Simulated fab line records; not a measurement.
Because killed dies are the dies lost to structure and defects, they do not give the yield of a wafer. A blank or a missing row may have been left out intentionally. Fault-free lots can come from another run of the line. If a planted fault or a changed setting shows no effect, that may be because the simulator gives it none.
What tool caused it? + flow rit_cmos + Sampling: 7 lots, 21 wafers, 2 of 202 route steps

## WHAT THE GAUGES READ, wafer by wafer
RIT_NRETRO_TW_MEAS_10.
| lot  | measured    | on            | NRETRO_TW      |
|------|-------------|---------------|----------------|
| L994 | day 2 12:05 | film_metro-02 | 1052 1051 1055 |
| L998 | day 3 10:31 | film_metro-04 | 1065 1062 1061 |
| L100 | day 3 21:02 | film_metro-01 | 1043 1042 1043 |
| L104 | day 4 15:05 | film_metro-01 | 1156 1156 1160 |
| L108 | day 5 12:07 | film_metro-04 | 1058 1063 1064 |
| L111 | day 6 02:08 | film_metro-01 | 1045 1045 1044 |
| L113 | day 6 11:48 | film_metro-01 | 1048 1046 1049 |

## TOOL THAT RAN EACH LOT (tool first, then ch and the chambers of the sampled wafers, then the start)
| lot  | RIT_NRETRO_IMPLANT_08          |
|------|--------------------------------|
| L994 | implanter-01 ch 0, day 2 11:46 |
| L998 | implanter-02 ch 0, day 3 10:11 |
| L100 | implanter-01 ch 0, day 3 20:43 |
| L104 | implanter-02 ch 0, day 4 14:45 |
| L108 | implanter-03 ch 0, day 5 11:49 |
| L111 | implanter-03 ch 0, day 6 01:49 |
| L113 | implanter-01 ch 0, day 6 11:28 |
- RIT_NRETRO_IMPLANT_08

## THE ANSWER, worked out from the rows above alone
Rule: the usual values come from the lots themselves. Put in order of their means at a reading, lots are off if they are a third of the lots or fewer, leave a main group of 4 or more, and stand apart from it by a gap of 3 or more times the standard deviation of the main group's means; of several such gaps the widest counts. Not used: any main group whose means are identical at the precision the tables above print for the reading. Also off: a lot with no number at a reading for which 4 or more lots have one. Where the step has rows for the other lots, those lots are counted as sound.
Off: at RIT_NRETRO_TW_MEAS_10 (NRETRO_TW), L104. For the main group the mean is 1052 and the standard deviation 7.8.
A tool fits if, at a process step before that reading, it ran every lot that is off, and no sound lot after the first of them. Gauges at RIT_NRETRO_TW_MEAS_10: tried the same way as those tools. One fits: RIT_NRETRO_IMPLANT_08 on implanter-02. A fault onset in the window from L998 (day 3 10:11, its last sound lot) to L104 (day 4 14:45, its first lot off) fits.

## WHAT THE SIMULATOR HAD INSERTED
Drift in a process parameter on implanter-02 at RIT_NRETRO_IMPLANT_08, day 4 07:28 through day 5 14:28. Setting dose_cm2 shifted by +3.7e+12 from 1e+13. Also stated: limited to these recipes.
Lots struck among those shown: L104. The rule above found the same.
